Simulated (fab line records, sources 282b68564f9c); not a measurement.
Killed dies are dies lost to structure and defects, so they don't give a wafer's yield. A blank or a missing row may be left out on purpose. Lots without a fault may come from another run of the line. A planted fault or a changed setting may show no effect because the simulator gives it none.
Split-lot experiment | flow rit_cmos | 5 lots, 23 wafers read, on a route of 202 steps

THE SPLIT
At RIT_GATE_CVD_08 (deposits poly-Si from SiH4, target thk 250 nm, time 2220 s), the setting sih4_flow_sccm was moved away from the recipe's 100 sccm on 20 of the 23 wafers read, by -7.4% to +9.2%. The other wafers ran this setting at the recipe's value.

FROM THE SPLIT TO THE READING: what the file shows between them, 3 steps
- RIT_GATE_THK_MEAS_09
- RIT_GATE_DEVELOP_15: develop time 50 s (also split here: dev_temp_c)
- RIT_GATE_HARDBAKE_18: time 60 s

THE READING
oes_product_au, in a.u., at RIT_GATE_ETCH_19 (etches poly-Si in SF6/CHF3/O2, stops on SiO2, time 165 s, target depth 312.5 nm). Fault-free wafers of this fab line usually give 0.844 a.u., standard deviation 0.0083 a.u..

wafer  | tool, chamber at the split | sih4_flow_sccm as run, sccm | against the recipe | oes_product_au, a.u. | against lot-mates on the recipe
L078.2 | lpcvd-01, 1                | 100                         | recipe             | 0.855                | -
L078.4 | lpcvd-01, 1                | 100                         | recipe             | 0.859                | -
L078.6 | lpcvd-01, 1                | 100                         | recipe             | 0.840                | -
L079.2 | -, -                       | 95                          | -5.0%              | 0.821                | no lot-mate on the recipe
L079.3 | -, -                       | 95                          | -5.0%              | 0.812                | no lot-mate on the recipe
L079.4 | -, -                       | 95                          | -5.0%              | 0.820                | no lot-mate on the recipe
L079.5 | -, -                       | 95                          | -5.0%              | 0.825                | no lot-mate on the recipe
L079.6 | -, -                       | 95                          | -5.0%              | 0.823                | no lot-mate on the recipe
L081.1 | -, -                       | 92.61                       | -7.4%              | 0.807                | no lot-mate on the recipe
L081.2 | -, -                       | 92.61                       | -7.4%              | 0.799                | no lot-mate on the recipe
L081.3 | -, -                       | 92.61                       | -7.4%              | 0.804                | no lot-mate on the recipe
L081.5 | -, -                       | 92.61                       | -7.4%              | 0.810                | no lot-mate on the recipe
L081.6 | -, -                       | 92.61                       | -7.4%              | 0.805                | no lot-mate on the recipe
L082.2 | -, -                       | 109                         | +9.0%              | 0.891                | no lot-mate on the recipe
L082.3 | -, -                       | 109                         | +9.0%              | 0.907                | no lot-mate on the recipe
L082.4 | -, -                       | 109                         | +9.0%              | 0.896                | no lot-mate on the recipe
L082.5 | -, -                       | 109                         | +9.0%              | 0.913                | no lot-mate on the recipe
L082.6 | -, -                       | 109                         | +9.0%              | 0.896                | no lot-mate on the recipe
L084.1 | -, -                       | 109.2                       | +9.2%              | 0.884                | no lot-mate on the recipe
L084.2 | -, -                       | 109.2                       | +9.2%              | 0.917                | no lot-mate on the recipe
L084.4 | -, -                       | 109.2                       | +9.2%              | 0.886                | no lot-mate on the recipe
L084.5 | -, -                       | 109.2                       | +9.2%              | 0.900                | no lot-mate on the recipe
L084.6 | -, -                       | 109.2                       | +9.2%              | 0.916                | no lot-mate on the recipe

THE FIT
A straight line over all 23 wafers: oes_product_au changes by +0.00575 a.u. for each +1% of sih4_flow_sccm; r = +0.98; the points scatter about the line by 0.0091 a.u..
Too few moved wafers have a lot-mate on the recipe to fit a line with each lot's own level taken away.

THE WHOLE CHAIN: every reading that the file lists as answering this split, in the file's order
step                  | what it does                                                                    | reading                                                                        | change (the file's fit)                   | r (the file's)
RIT_GATE_CVD_08       | deposits poly-Si from SiH4, target thk 250 nm, time 2220 s                      | poly-Si_of_GATE_CVD_08.thk_nm (the simulator's own value, which no gauge read) | +2.53 nm for each +1% of the setting      | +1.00
RIT_GATE_THK_MEAS_09  |                                                                                 | GATE_POLY_THK                                                                  | +2.54 for each +1% of the setting         | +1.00
RIT_GATE_ETCH_19      | etches poly-Si in SF6/CHF3/O2, stops on SiO2, time 165 s, target depth 312.5 nm | oes_product_au                                                                 | +0.00575 a.u. for each +1% of the setting | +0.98
RIT_REOX_OXIDATION_03 | target thk 25.2 nm, ox time 5580 s                                              | poly-Si_of_GATE_CVD_08.thk_nm (the simulator's own value, which no gauge read) | +2.6 nm for each +1% of the setting       | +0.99

THE FILE'S OWN FIT
oes_product_au changes by +0.00575 a.u. for each +1% of sih4_flow_sccm, r = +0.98.
